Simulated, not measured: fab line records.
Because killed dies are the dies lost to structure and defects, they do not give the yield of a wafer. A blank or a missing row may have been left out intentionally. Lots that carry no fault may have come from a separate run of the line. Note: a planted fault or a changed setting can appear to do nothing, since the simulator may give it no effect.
fab line records	flow rit_cmos
[record] lots = 7	wafers = 21	last_day = 7
route steps=202 shown PWELL@44 WELLDRIVE@50 NWELL@51 NRETRO@53 M1@202
lots untouched by any fault: they come from a run of this same line in which no faults occurred
start_h: start of the lot's first displayed wafer, in hours after the record's first day	wait_h: hours since the lot's step before	" the same as in the row above	L1.1+2: a row that stands for several wafers	- either no value or no given start	* or withheld: withheld	< > ~ a bound
route shown NAME@n: a module of which the file shows steps, and the number in the route of the first	usual: average and standard deviation across the fault-free wafers	same: alike in all rows	chamber/n: place in a boat	sites: the reading at each site	_std_site: the standard deviation of these	_edge_site: the outer-site mean with the inner-site mean subtracted	radius_mm: how far each site lies from the wafer's centre	mask NAME#n: copy n	behind: the last tool/chamber to shape the wafer	hold: why the lot went on hold/how many hours it stayed there/how the hold came to an end	device: the n, p or np transistor that did not switch	end of line: the same wafers' tests at the end of the route	a step given without rows: its recipe and nothing more	killed: count of dies lost to structure and defects at first sort (not the wafer's yield)	map: dies across one wafer; x = killed, . = not, _ = none there
set.NAME: the setting that was run; set.NAME@STEP: the one run at that earlier step	model.NAME: the simulator's own value behind a step, which no gauge read
lots at some steps of the route; a table a step, a row a wafer
services: the hour from which a tool's chamber was out of use, counted from the record's first day as start_h (under 0 if before that day), plus the number of hours and why
[[steps]]
[step RIT_PWELL_DEVELOP_05]
[recipe] resist = NOVOLAK	develop_time_s = 68	dev_temp_c = 23
[step RIT_PWELL_OVL_MEAS_06]
[usual] PWELL_OVL = -0.1/1.5
lot.wafer	tool	chamber	start_h	wait_h	PWELL_OVL[nm]
L128.2	overlay-01	-	23.84	-	0.0
L128.3	"	-	"	"	-0.5
L128.4	"	-	"	"	-0.6
L129.3	overlay-01	-	30.26	-	0.9
L129.4	"	-	"	"	0.5
L129.5	"	-	"	"	1.7
L133.2	overlay-01	-	49.76	-	-1.1
L133.4	"	-	"	"	0.3
L133.5	"	-	"	"	1.9
L134.1	overlay-02	-	53.39	-	-0.8
L134.3	"	-	"	"	0.1
L134.6	"	-	"	"	0.2
L135.2	overlay-02	-	59.25	-	0.6
L135.3	"	-	"	"	-0.6
L135.5	"	-	"	"	-0.2
L137.4	overlay-01	-	70.66	-	-0.4
L137.5	"	-	"	"	-0.5
L137.6	"	-	"	"	0.0
L147.3	overlay-01	-	119.56	-	0.5
L147.5	"	-	"	"	0.7
L147.6	"	-	"	"	-1.1
[step RIT_PWELL_HARDBAKE_07]
[recipe] resist = NOVOLAK	temp_c = 140	time_s = 120
[step RIT_PWELL_IMPLANT_08]
[recipe] species = B	energy_kev = 170	dose_cm2 = 7e+13	tilt_deg = 7
[step RIT_PWELL_STRIP_09]
[recipe] chemistry = O2	time_s = 180	resist = NOVOLAK	platen_temp_c = withheld	power_w = 500	pressure_mtorr = 4000	o2_flow_sccm = 4000
[usual] chamber_pressure_mTorr = 4000/3.4	drypump_motor_current_A = 6.0/0.46
lot.wafer	tool	chamber	start_h	wait_h	chamber_pressure_mTorr	drypump_motor_current_A	rf_hours_counter_h
L128.2	plasma_asher-03	1	24.27	0.1	3999	6.3	37
L128.3	"	0	"	"	4001	6.5	-
L128.4	"	1	"	"	3997	6.3	-
L129.3	plasma_asher-02	1	30.75	0.1	3998	6.5	-
L129.4	"	0	"	"	4005	5.3	-
L129.5	"	0	"	"	4002	5.3	-
L133.2	plasma_asher-04	0	50.19	0.1	3998	6.1	26
L133.4	"	0	"	"	4008	6.0	-
L133.5	"	1	"	"	4005	6.2	-
L134.1	plasma_asher-03	1	53.83	0.1	3998	6.3	40
L134.3	"	1	"	"	4000	6.3	-
L134.6	"	1	"	"	3998	6.3	-
L135.2	plasma_asher-02	1	59.68	0.1	3994	6.5	42
L135.3	"	0	"	"	4007	5.3	-
L135.5	"	0	"	"	3998	5.2	-
L137.4	plasma_asher-04	0	71.14	0.1	4000	6.0	-
L137.5	"	1	"	"	4000	6.1	-
L137.6	"	0	"	"	4002	6.0	-
L147.3	plasma_asher-04	1	120.04	0.1	3999	6.2	-
L147.5	"	0	"	"	4008	6.0	-
L147.6	"	1	"	"	3998	6.1	-
[step RIT_PWELL_TW_MEAS_10]
[usual] PWELL_TW = 958/8.7
lot.wafer	tool	chamber	start_h	wait_h	PWELL_TW
L128.2	film_metro-01	-	24.45	0.1	973
L128.3	"	-	"	"	964
L128.4	"	-	"	"	973
L129.3	film_metro-01	-	30.88	0.1	966
L129.4	"	-	"	"	966
L129.5	"	-	"	"	965
L133.2	film_metro-04	-	50.37	0.1	939
L133.4	"	-	"	"	943
L133.5	"	-	"	"	941
L134.1	film_metro-04	-	54.00	0.1	943
L134.3	"	-	"	"	939
L134.6	"	-	"	"	937
L135.2	film_metro-02	-	59.87	0.1	964
L135.3	"	-	"	"	967
L135.5	"	-	"	"	961
L137.4	film_metro-02	-	71.28	0.1	967
L137.5	"	-	"	"	964
L137.6	"	-	"	"	967
L147.3	film_metro-04	-	120.18	0.1	949
L147.5	"	-	"	"	948
L147.6	"	-	"	"	948
[step RIT_WELLDRIVE_ANNEAL_00]
[recipe] temp_c = 1100	time_s = 14700	ambient = N2
[step RIT_WELLDRIVE_RS_MEAS_01]
[recipe] thk_meas_gauge = four-point-probe
[usual] NWELL_RS = 275.5/0.73
lot.wafer	tool	chamber	start_h	wait_h	NWELL_RS[ohm/sq]
L128.2	film_metro-02	-	29.60	0.0	275.2
L128.3	"	-	"	"	275.5
L128.4	"	-	"	"	276.6
L129.3	film_metro-01	-	36.05	0.0	273.6
L129.4	"	-	"	"	274.6
L129.5	"	-	"	"	274.9
L133.2	film_metro-02	-	56.02	0.0	276.1
L133.4	"	-	"	"	275.9
L133.5	"	-	"	"	275.4
L134.1	film_metro-02	-	60.31	0.0	275.5
L134.3	"	-	"	"	275.1
L134.6	"	-	"	"	275.1
L135.2	film_metro-04	-	65.02	0.0	274.6
L135.3	"	-	"	"	275.1
L135.5	"	-	"	"	276.0
L137.4	film_metro-04	-	77.49	0.1	275.2
L137.5	"	-	"	"	275.2
L137.6	"	-	"	"	275.7
L147.3	film_metro-02	-	126.85	0.0	275.0
L147.5	"	-	"	"	274.6
L147.6	"	-	"	"	275.2
[step RIT_WELLDRIVE_RS_MEAS_02]
[recipe] thk_meas_gauge = four-point-probe
[usual] PWELL_RS = 429.4/1.3
lot.wafer	tool	chamber	start_h	wait_h	PWELL_RS[ohm/sq]
L128.2	film_metro-02	-	29.72	0.1	430.0
L128.3	"	-	"	"	430.9
L128.4	"	-	"	"	430.9
L129.3	film_metro-01	-	36.17	0.1	428.7
L129.4	"	-	"	"	429.4
L129.5	"	-	"	"	429.0
L133.2	film_metro-02	-	56.14	0.1	429.0
L133.4	"	-	"	"	429.2
L133.5	"	-	"	"	429.2
L134.1	film_metro-02	-	60.43	0.1	428.3
L134.3	"	-	"	"	428.3
L134.6	"	-	"	"	428.7
L135.2	film_metro-04	-	65.14	0.1	428.4
L135.3	"	-	"	"	429.9
L135.5	"	-	"	"	430.9
L137.4	film_metro-04	-	77.61	0.1	429.2
L137.5	"	-	"	"	429.0
L137.6	"	-	"	"	430.6
L147.3	film_metro-02	-	126.97	0.1	430.0
L147.5	"	-	"	"	432.6
L147.6	"	-	"	"	431.1
[step RIT_NRETRO_HMDS_00]
[recipe] prime_time_s = 60	prime_temp_c = 140
[step RIT_NRETRO_COAT_01]
[recipe] resist = NOVOLAK	spin_rpm = 2000	resist_thk_nm = 1300
[step RIT_NRETRO_SOFTBAKE_02]
[recipe] resist = NOVOLAK	temp_c = 90	time_s = 60
[step RIT_NRETRO_EXPOSE_03]
[recipe] mask_id = M4	na = 0.57	target_cd_nm = 43900	dose_mj = 250
lot.wafer	tool	chamber	start_h	wait_h	mask	model.NRETRO.overlay_x_nm
L128.2+3+4	iline_stepper-02	0	30.29	0.1	M4#0	0.5953
L129.3+4+5	iline_stepper-01	0	36.86	0.2	M4#0	-0.1199
L133.2+4+5	iline_stepper-02	0	56.83	0.2	M4#0	-1.075
L134.1+3+6	iline_stepper-01	0	61.12	0.2	M4#0	6118
L135.2+3+5	iline_stepper-01	0	65.74	0.1	M4#0	6118
L137.4+5+6	iline_stepper-01	0	78.30	0.2	M4#0	6119
L147.3+5+6	iline_stepper-02	0	127.66	0.2	M4#0	1.06
[step RIT_NRETRO_PEB_04]
[recipe] resist = NOVOLAK	temp_c = withheld	time_s = withheld
[step RIT_NRETRO_DEVELOP_05]
[recipe] resist = NOVOLAK	develop_time_s = 68	dev_temp_c = 23
[step RIT_NRETRO_OVL_MEAS_06]
[usual] NRETRO_OVL = 0.0/1.4
lot.wafer	tool	chamber	start_h	wait_h	NRETRO_OVL[nm]
L128.2	overlay-02	-	30.71	-	1.2
L128.3	"	-	"	"	-0.3
L128.4	"	-	"	"	1.4
L129.3	overlay-01	-	37.26	-	0.9
L129.4	"	-	"	"	-0.7
L129.5	"	-	"	"	0.7
L133.2	overlay-01	-	57.25	-	-0.9
L133.4	"	-	"	"	0.5
L133.5	"	-	"	"	-2.0
L134.1	overlay-01	-	61.56	-	-
L134.3	"	-	"	"	-
L134.6	"	-	"	"	-
L135.2	overlay-02	-	66.16	-	-
L135.3	"	-	"	"	-
L135.5	"	-	"	"	-
L137.4	overlay-02	-	78.69	-	-
L137.5	"	-	"	"	-
L137.6	"	-	"	"	-
L147.3	overlay-02	-	128.07	-	-0.3
L147.5	"	-	"	"	0.2
L147.6	"	-	"	"	3.7
[step RIT_NRETRO_HARDBAKE_07]
[recipe] resist = NOVOLAK	temp_c = 140	time_s = 120
[step RIT_M1_PROBE_99]
[usual] killed_at_contacts = 0.1/0.34	killed_at_front_end = 6.9/2.8	killed_dies = 7.1/2.8	killed_on_rim = 1.8/1.3	killed_open = 3.4/1.9	killed_short = 3.6/1.7
[same] gross_dies = 264	killed_at_M0_to_M3 = 0	killed_at_M4_up = 0	killed_at_back_side = 0	killed_at_other = 0
lot.wafer	tool	chamber	start_h	wait_h	killed_at_contacts	killed_at_front_end	killed_dies	killed_on_rim	killed_open	killed_short	model.etest.pmos_0p3.r_on_ohm_um	model.etest.pmos_turned.r_on_ohm_um	model.etest.pmos_0p15.r_on_ohm_um	model.etest.nmos_0p3.r_on_ohm_um	model.etest.nmos_turned.drive_ua_um	model.etest.nmos_0p15.drive_ua_um	model.etest.nmos_0p15.r_on_ohm_um	model.etest.pmos_0p15.drive_ua_um
L128.2	prober-01	-	63.56	0.1	0	10	10	5	5	5	5974	3116	2522	2084	350.1	502.7	1082	285.7
L128.3	prober-01	-	63.61	0.2	0	10	10	0	5	5	5980	3045	2485	2073	361.8	518.5	1050	289.7
L128.4	prober-01	-	63.66	0.2	0	11	11	2	7	4	5910	3092	2470	2068	347.1	507.9	1079	289.9
L129.3	prober-02	-	70.96	0.2	0	5	5	2	1	4	6212	3388	2765	2121	346	482.5	1106	260.9
L129.4	prober-02	-	71.01	0.2	1	3	4	0	3	1	6295	3379	2727	2121	346.3	484	1088	258.3
L129.5	prober-02	-	71.06	0.2	0	2	2	0	0	2	6063	3274	2648	2081	356.9	495.1	1074	267.9
L133.2	prober-02	-	86.63	0.1	0	9	9	3	3	6	6279	3301	2694	2168	341.4	480.9	1107	267.1
L133.4	prober-02	-	86.73	0.2	0	6	6	2	3	3	6134	3170	2570	2115	355.4	501.6	1072	277.3
L133.5	prober-02	-	86.78	0.2	0	10	10	3	5	5	6107	3157	2572	2100	358.9	498.3	1050	277.5
L134.1	prober-01	-	91.12	0.1	0	264	264	70	4	4	4985	2632	2221	1870	459.5	595.1	999.9	364.7
L134.3	prober-01	-	91.22	0.2	0	264	264	70	3	3	4971	2647	2220	1860	457.6	584.2	998.5	361.5
L134.6	prober-01	-	91.37	0.2	0	264	264	70	6	6	5007	2655	2220	1892	450	587.4	1008	361.6
L135.2	prober-02	-	93.42	0.1	1	263	264	70	2	3	4983	2606	2155	1860	447.6	580.3	992.6	366.2
L135.3	prober-02	-	93.47	0.2	0	264	264	70	1	1	5080	2663	2239	1896	432.7	569.3	1005	355.6
L135.5	prober-02	-	93.57	0.2	0	264	264	70	4	4	5059	2650	2204	1878	442.6	582.5	1004	361.2
L137.4	prober-02	-	107.58	0.2	0	264	264	70	1	1	5186	2813	2342	1902	431.2	563.2	1024	337.9
L137.5	prober-02	-	107.63	0.2	0	264	264	70	7	7	5211	2830	2381	1901	435	563.2	1039	338.4
L137.6	prober-02	-	107.68	0.2	1	263	264	70	3	4	5288	2888	2390	1909	431.9	556.6	1053	331.2
L147.3	prober-01	-	157.01	0.2	0	10	10	1	5	5	6201	3385	2727	2156	313	462	1165	261.9
L147.5	prober-01	-	157.11	0.2	0	10	10	3	4	6	6245	3339	2723	2192	315.4	460.7	1154	261.6
L147.6	prober-01	-	157.16	0.2	0	6	6	2	5	1	6162	3315	2669	2180	321.1	469.4	1144	265.7
// killed by level:class
L128.2 GATE:geometric_particle:open=3 REOX:geometric_particle:open=2 SPACER:geometric_particle:short=2 SILICIDE:geometric_particle:short=2 REOX:geometric_particle:short=1
L128.3 GATE:geometric_particle:open=3 GATE:geometric_particle:short=2 SILICIDE:geometric_particle:open=2 FOX1:geometric_particle:short=1 REOX:geometric_particle:short=1 SPACER:geometric_particle:short=1
L128.4 REOX:geometric_particle:short=3 SILICIDE:geometric_particle:open=3 GATE:geometric_particle:open=2 REOX:geometric_particle:open=1 SPACER:geometric_particle:open=1 SPACER:geometric_particle:short=1
L129.3 GATE:geometric_particle:short=2 FOX1:geometric_particle:short=1 FOX1:geometric_particle:open=1 SPACER:geometric_particle:short=1
L129.4 GATE:geometric_particle:short=1 GATE:geometric_particle:open=1 REOX:geometric_particle:open=1 CONTACT:geometric_particle:open=1
L129.5 GATE:geometric_particle:short=1 SPACER:geometric_particle:short=1
L133.2 GATE:geometric_particle:short=4 GATE:geometric_particle:open=2 FOX1:geometric_particle:short=1 REOX:geometric_particle:short=1 REOX:geometric_particle:open=1
L133.4 GATE:geometric_particle:open=3 GATE:geometric_particle:short=2 REOX:geometric_particle:short=1
L133.5 FOX1:geometric_particle:open=2 GATE:geometric_particle:short=2 REOX:geometric_particle:open=2 REOX:geometric_particle:short=2 ACTIVE:geometric_particle:short=1 FOX2:geometric_particle:open=1
L134.1 NRETRO:overlay=256 FOX2:geometric_particle:open=2 FOX1:geometric_particle:short=1 FOX2:geometric_particle:short=1 GATE:geometric_particle:open=1 REOX:geometric_particle:short=1 SILICIDE:geometric_particle:short=1 SILICIDE:geometric_particle:open=1
L134.3 NRETRO:overlay=258 SPACER:geometric_particle:open=2 FOX1:geometric_particle:short=1 GATE:geometric_particle:open=1 REOX:geometric_particle:short=1 SILICIDE:geometric_particle:short=1
L134.6 NRETRO:overlay=252 GATE:geometric_particle:open=4 GATE:geometric_particle:short=3 SPACER:geometric_particle:open=2 FOX2:geometric_particle:short=1 REOX:geometric_particle:short=1 SILICIDE:geometric_particle:short=1
L135.2 NRETRO:overlay=259 REOX:geometric_particle:open=2 FOX1:geometric_particle:short=1 SPACER:geometric_particle:short=1 CONTACT:geometric_particle:short=1
L135.3 NRETRO:overlay=262 FOX1:geometric_particle:open=1 FOX1:geometric_particle:short=1
L135.5 NRETRO:overlay=256 FOX1:geometric_particle:short=2 SPACER:geometric_particle:open=2 FOX1:geometric_particle:open=1 FOX2:geometric_particle:short=1 GATE:geometric_particle:open=1 GATE:geometric_particle:short=1
L137.4 NRETRO:overlay=262 GATE:geometric_particle:short=1 GATE:geometric_particle:open=1
L137.5 NRETRO:overlay=250 FOX1:geometric_particle:short=2 GATE:geometric_particle:open=2 SPACER:geometric_particle:open=2 SILICIDE:geometric_particle:short=2 FOX1:geometric_particle:open=1 FOX2:geometric_particle:open=1 GATE:geometric_particle:short=1
L137.6 NRETRO:overlay=257 GATE:geometric_particle:short=2 SILICIDE:geometric_particle:open=2 GATE:geometric_particle:open=1 REOX:geometric_particle:short=1 CONTACT:geometric_particle:short=1
L147.3 GATE:geometric_particle:open=4 GATE:geometric_particle:short=3 REOX:geometric_particle:short=1 SPACER:geometric_particle:open=1 SILICIDE:geometric_particle:short=1
L147.5 GATE:geometric_particle:short=4 GATE:geometric_particle:open=2 FOX2:geometric_particle:open=1 SPACER:geometric_particle:open=1 SPACER:geometric_particle:short=1 SILICIDE:geometric_particle:short=1
L147.6 REOX:geometric_particle:open=3 FOX2:geometric_particle:open=1 GATE:geometric_particle:open=1 SILICIDE:geometric_particle:short=1
// map L134.1 (x killed, . not)
________xxxxxxx_______
_____xxxxxxxxxxxxx____
____xxxxxxxxxxxxxxx___
___xxxxxxxxxxxxxxxxx__
__xxxxxxxxxxxxxxxxxxx_
__xxxxxxxxxxxxxxxxxxx_
_xxxxxxxxxxxxxxxxxxxxx
_xxxxxxxxxxxxxxxxxxxxx
_xxxxxxxxxxxxxxxxxxxxx
_xxxxxxxxxxxxxxxxxxxxx
__xxxxxxxxxxxxxxxxxxx_
__xxxxxxxxxxxxxxxxxxx_
___xxxxxxxxxxxxxxxxx__
____xxxxxxxxxxxxxxx___
_____xxxxxxxxxxxxx____
________xxxxxxx_______
// map L135.2 (x killed, . not)
________xxxxxxx_______
_____xxxxxxxxxxxxx____
____xxxxxxxxxxxxxxx___
___xxxxxxxxxxxxxxxxx__
__xxxxxxxxxxxxxxxxxxx_
__xxxxxxxxxxxxxxxxxxx_
_xxxxxxxxxxxxxxxxxxxxx
_xxxxxxxxxxxxxxxxxxxxx
_xxxxxxxxxxxxxxxxxxxxx
_xxxxxxxxxxxxxxxxxxxxx
__xxxxxxxxxxxxxxxxxxx_
__xxxxxxxxxxxxxxxxxxx_
___xxxxxxxxxxxxxxxxx__
____xxxxxxxxxxxxxxx___
_____xxxxxxxxxxxxx____
________xxxxxxx_______
[[services]]
tool	chamber	start_h	hours	kind
iline_stepper-01	-	27.39	4.4	pm
iline_stepper-02	0	30.77	-	calibration
plasma_asher-02	-	40.67	2.8	pm
plasma_asher-03	-	57.75	28.1	pm
iline_stepper-02	-	64.92	4.4	pm
plasma_asher-03	-	105.49	1.6	repair
plasma_asher-03	-	108.75	9.0	pm
plasma_asher-03	0	108.75	9.0	vent_cycle
plasma_asher-03	1	108.75	9.0	vent_cycle
plasma_asher-03	0	117.75	-	clean
plasma_asher-03	1	117.75	-	clean
iline_stepper-01	0	127.23	-	calibration
[[key]]
[first_sign] step = RIT_NRETRO_OVL_MEAS_06	reading = NRETRO_OVL	direction = missing
[effect] step = RIT_M1_PROBE_99	reading = killed_dies	direction = up	sigmas = 93	usual = 7.1	struck = 264
[model_effect] step = RIT_NRETRO_EXPOSE_03	value = NRETRO.overlay_x_nm	without = -0.09228	struck = 6118
[model_effect] step = RIT_M1_PROBE_99	value = etest.pmos_0p3.r_on_ohm_um	without = 6318	struck = 5086
[more_kills_born_at] RIT_NRETRO_EXPOSE_03@iline_stepper-01 = 2312
met_at RIT_NRETRO_EXPOSE_03
struck_wafers L134.1,L134.3,L134.6,L135.2,L135.3,L135.5,L137.4,L137.5,L137.6
tester_left_out L134,L135,L137
onset_between 36.86 61.12
[fault] kind = scanner_matching_overlay	tool = iline_stepper-01	chamber = -	onset_h = 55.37	steps = RIT_NRETRO_EXPOSE_03	offset = 6118.4
// tester_left_out: of these lots the tester's yield and bins aren't shown, on N5 and GAA mostly nor the transistor test; their killed dies are dies lost to structure and defects alone, not to doping, threshold or leakage, so they don't give the yield
